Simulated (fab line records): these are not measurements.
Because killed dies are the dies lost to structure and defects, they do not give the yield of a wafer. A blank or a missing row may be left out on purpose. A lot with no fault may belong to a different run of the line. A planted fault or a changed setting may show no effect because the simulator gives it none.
What tool caused it? -- flow rit-cmos -- Sampling: 14 lots, 42 wafers, 2 of 202 route steps

WHAT THE GAUGES READ, wafer by wafer
RIT_CONTACT_THK_MEAS_01.
lot,measured,on,CONTACT_TEOS_THK (nm)
L210,day 3 01:51,film-metro-02,400 406 405
L211,day 3 06:55,film-metro-03,402 409 404
L212,day 3 13:22,film-metro-04,392 401 407
L213,day 3 18:16,film-metro-04,404 404 407
L214,day 4 00:02,film-metro-04,390 398 393
L216,day 4 07:47,film-metro-03,396 405 404
L217,day 4 14:15,film-metro-03,400 409 408
L219,day 4 23:59,film-metro-02,277 279 281
L222,day 5 15:16,film-metro-03,278 282 282
L227,day 6 15:58,film-metro-03,395 402 400
L229,day 7 07:22,film-metro-04,397 397 403
L230,day 7 12:41,film-metro-02,396 401 401
L232,day 7 17:49,film-metro-03,392 397 399
L233,day 8 00:08,film-metro-04,400 399 406

TOOL THAT RAN EACH LOT (tool first, then ch and the chambers of the sampled wafers, then the start)
lot,RIT_CONTACT_CVD_00
L210,"pecvd-02 ch 0,2, day 3 01:47"
L211,"pecvd-04 ch 0,2, day 3 06:51"
L212,"pecvd-03 ch 1,2, day 3 13:19"
L213,"pecvd-02 ch 0,1,2, day 3 18:13"
L214,"pecvd-04 ch 0,2, day 3 23:58"
L216,"pecvd-02 ch 0,1,2, day 4 07:44"
L217,"pecvd-04 ch 0,1,2, day 4 14:10"
L219,"pecvd-02 ch 1,2, day 4 23:56"
L222,"pecvd-02 ch 0,1,2, day 5 15:12"
L227,"pecvd-03 ch 1,2, day 6 15:55"
L229,"pecvd-04 ch 0,1,2, day 7 07:19"
L230,"pecvd-03 ch 0,2, day 7 12:37"
L232,"pecvd-04 ch 0,1, day 7 17:46"
L233,"pecvd-03 ch 0,1,2, day 8 00:05"
- RIT_CONTACT_CVD_00: deposits SiO2 from TEOS, target thk 400 nm, time 61 s.

WHAT THE TOOLS THEMSELVES READ (means of the sampled wafers that have a number; where no wafer has one, the mark that the record gives instead)
RIT_CONTACT_CVD_00.
lot,tool,heater-power-w (W)
L210,pecvd-02,331
L211,pecvd-04,360
L212,pecvd-03,323
L213,pecvd-02,323
L214,pecvd-04,355
L216,pecvd-02,330
L217,pecvd-04,332
L219,pecvd-02,315
L222,pecvd-02,338
L227,pecvd-03,314
L229,pecvd-04,326
L230,pecvd-03,326
L232,pecvd-04,332
L233,pecvd-03,334

THE ANSWER, worked out from the rows above alone
Rule: the lots themselves supply what counts as usual. Put in order of their means at a reading, lots are off if they are a third of the lots or fewer, leave a main group of 4 or more, and stand apart from it by a gap of 3 or more times the standard deviation of the main group's means; of several such gaps the widest counts. A main group whose means are all the same, to the digits that the tables above print for the reading, isn't used. Also off: a lot with no number at a reading for which 4 or more lots have one. Any other lot the step has rows for is counted as sound. First the gauges in route order, then the tools' own readings, where a lot's mean is used as printed above. The first step at which some lot is off is used, and at that step the reading that is off furthest; a lot without a number counts as furthest.
Off: L219, L222, at RIT_CONTACT_THK_MEAS_01 (CONTACT_TEOS_THK). For the main group the mean is 401 nm and the standard deviation 3.6.
A tool fits if, at a process step before that reading, it ran every lot that is off, and no sound lot after the first of them. Those tools and the gauges at RIT_CONTACT_THK_MEAS_01 are tried in the same way. One fits: pecvd-02 at RIT_CONTACT_CVD_00. Its last sound lot is L216 (day 4 07:44), its first lot that is off L219 (day 4 23:56): a fault that began between those two fits.

WHAT THE SIMULATOR PUT IN
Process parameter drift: pecvd-02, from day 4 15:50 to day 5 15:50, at RIT_CONTACT_CVD_00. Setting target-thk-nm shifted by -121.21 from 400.
Shown lots that were struck: L219, L222. The rule given above showed the same thing.
